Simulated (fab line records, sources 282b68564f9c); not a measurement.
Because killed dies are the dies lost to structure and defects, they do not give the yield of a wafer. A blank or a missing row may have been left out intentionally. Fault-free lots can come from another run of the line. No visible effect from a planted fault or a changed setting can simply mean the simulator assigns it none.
Comparing a struck lot with a sound one	flow rit-cmos	27 out of 202 route steps
Sound: these wafers, L865.1, L865.2, L865.5. Struck: wafer L870.4. (L870.2, L870.6 of the same lot were not struck and are left out.) The cause comes at the end.
At each step with rows: each side's tool, then ch and its chambers, then its first start. Under that, the readings that differ: sound wafers	struck wafers	difference of the means	sigmas: that difference in standard deviations of wafers without a fault.
alike: readings whose means differ by less than 2 such deviations, and words and numbers that are the same on both sides. not compared: withheld readings, readings that some wafer has no value for, bounds like >300 that may hide the same value, and numbers for which the record gives no deviation and whose values overlap.
A row with sigmas, a row that says differs or no value, or rows on one side alone: a step with any of these is where the two part. When numbers do not overlap yet have no deviation, they are printed without sigmas and do not part them. A reading missing from all wafers of one side parts the sides only when that side holds two or more wafers.

first, 4 steps without rows for these wafers: RIT_CONTACT_SOFTBAKE_04 (time 60 s); RIT_CONTACT_EXPOSE_05 (exposes mask M11, target cd 1000 nm); RIT_CONTACT_PEB_06; RIT_CONTACT_DEVELOP_07 (develop time 120 s).
RIT_CONTACT_CD_MEAS_08: the cd target is 1000 nm.
  sound: cd-sem-01 at day 3 18:27; struck: cd-sem-02 at day 4 16:19
  alike: cd-nm
RIT_CONTACT_OVL_MEAS_09:
  sound: overlay-01 at day 3 18:34; struck: overlay-01 at day 4 16:25
  alike: CONTACT_OVL
then, 1 step without rows for these wafers: RIT_CONTACT_HARDBAKE_10 (time 60 s).
RIT_CONTACT_ETCH_11: etches SiO2 in CHF3/CF4/Ar, stops on TiSi2, target depth 480 nm, time 320 s.
  sound on rie-diel-01 ch 0,3, day 3 18:46; struck on rie-diel-03 ch 2, day 4 16:35
reading	sound	struck	difference	sigmas
oes-product-au (a.u.)	0.984 0.979 0.976	1.003	+0.023	+2
throttle-valve-pct (%)	8.76 8.72 8.71	9.00	+0.27	+2
  alike: drypump-motor-current-A
  not compared: rf-hours-counter-h
RIT_CONTACT_STRIP_12: strips in O2, time 180 s.
  sound on plasma-asher-01 ch 0,1, day 3 18:58; struck on plasma-asher-03 ch 0, day 4 16:47
  alike: drypump-motor-current-A, rf-refl-power-W
  not compared: rf-hours-counter-h
RIT_CONTACT_CD_MEAS_90: the cd target is 1000 nm.
  sound: cd-sem-01 at day 3 19:08; struck: cd-sem-02 at day 4 16:59
  alike: cd-nm
then, 2 steps without rows for these wafers: RIT_CONTACT_CLEAN_13 (cleans in SC1, time 600 s); RIT_CONTACT_CLEAN_14 (cleans in SC2, time 600 s).
RIT_M1_SPUTTER_00: material Al, target thk 400 nm, time 500 s.
  sound: pvd-sputter-02 at day 3 19:37; struck: pvd-sputter-04 at day 4 17:27
reading	sound	struck	difference	sigmas
model.Al_of_M1_SPUTTER_00.thk-nm (nm)	396.9 398.4 396.5	296	-101	
  alike: throttle-valve-pct
RIT_M1_RS_MEAS_01: uses a four-point probe to measure.
  sound: film-metro-01 at day 3 19:56; struck: film-metro-01 at day 4 17:46
reading	sound	struck	difference	sigmas
M1_AL_RS (ohm/sq)	0.0740 0.0737 0.0741	0.0999	+0.0260	+32
RIT_M1_THK_MEAS_02: measures by xrf.
  sound: film-metro-01 at day 3 20:04; struck: film-metro-01 at day 4 17:52
reading	sound	struck	difference	sigmas
M1_AL_THK (nm)	401 403 400	297	-104	-22
then, 6 steps without rows for these wafers: RIT_M1_HMDS_03 (prime time 61.38 s); RIT_M1_COAT_04 (resist thk 1300 nm); RIT_M1_SOFTBAKE_05 (time 60 s); RIT_M1_EXPOSE_06 (exposes mask M12, target cd 2600 nm); RIT_M1_PEB_07; RIT_M1_DEVELOP_08 (develop time 68 s).
RIT_M1_CD_MEAS_09: the cd target is 2600 nm.
  sound: cd-sem-02 at day 3 21:00; struck: cd-sem-01 at day 4 18:57
  alike: cd-nm
RIT_M1_OVL_MEAS_10:
  sound: overlay-02 at day 3 21:07; struck: overlay-02 at day 4 19:03
reading	sound	struck	difference	sigmas
M1_OVL (nm)	2.9 3.2 3.4	-1.0	-4.2	-3
then, 1 step without rows for these wafers: RIT_M1_HARDBAKE_11 (time 120 s).
RIT_M1_METAL_ETCH_12: etches Al in Cl2/BCl3, stops on SiO2, time 165 s, target depth 600 nm.
  sound on rie-metal-02 ch 0,1, day 3 21:25; struck on rie-metal-04 ch 1, day 4 19:20
reading	sound	struck	difference	sigmas
oes-product-au (a.u.)	0.750 0.764 0.751	0.664	-0.091	-8
  alike: drypump-motor-current-A, throttle-valve-pct
  not compared: rf-hours-counter-h
then, 1 step without rows for these wafers: RIT_M1_STRIP_13 (strips in nmp, time 600 s).
RIT_M1_PROBE_99:
  sound: prober-01 at day 3 23:41; struck: prober-02 at day 4 21:45
reading	sound	struck	difference	sigmas
model.etest.m1.rs-ohm-sq	0.07257 0.07268 0.07276	0.09792	+0.02525	
model.etest.antenna-m1.vt-shift-v (V)	-0.01424 -0.01498 -0.01117	-0.01703	-0.00357	
  alike: defect-limited-yield, killed-at-contacts, killed-at-front-end, killed-dies, killed-on-rim, killed-open, killed-short, sort_bin_3_pad_short, sort_bin_5_function, sort_bin_6_memory, sort-n-pass, sort-yield-pct

== WHERE THEY PART ==
Earliest at RIT_CONTACT_ETCH_11; latest, in this record, at RIT_M1_METAL_ETCH_12. Later steps at which nothing parts them and some readings are alike: RIT_M1_PROBE_99.

WHY: whatever the simulator had introduced
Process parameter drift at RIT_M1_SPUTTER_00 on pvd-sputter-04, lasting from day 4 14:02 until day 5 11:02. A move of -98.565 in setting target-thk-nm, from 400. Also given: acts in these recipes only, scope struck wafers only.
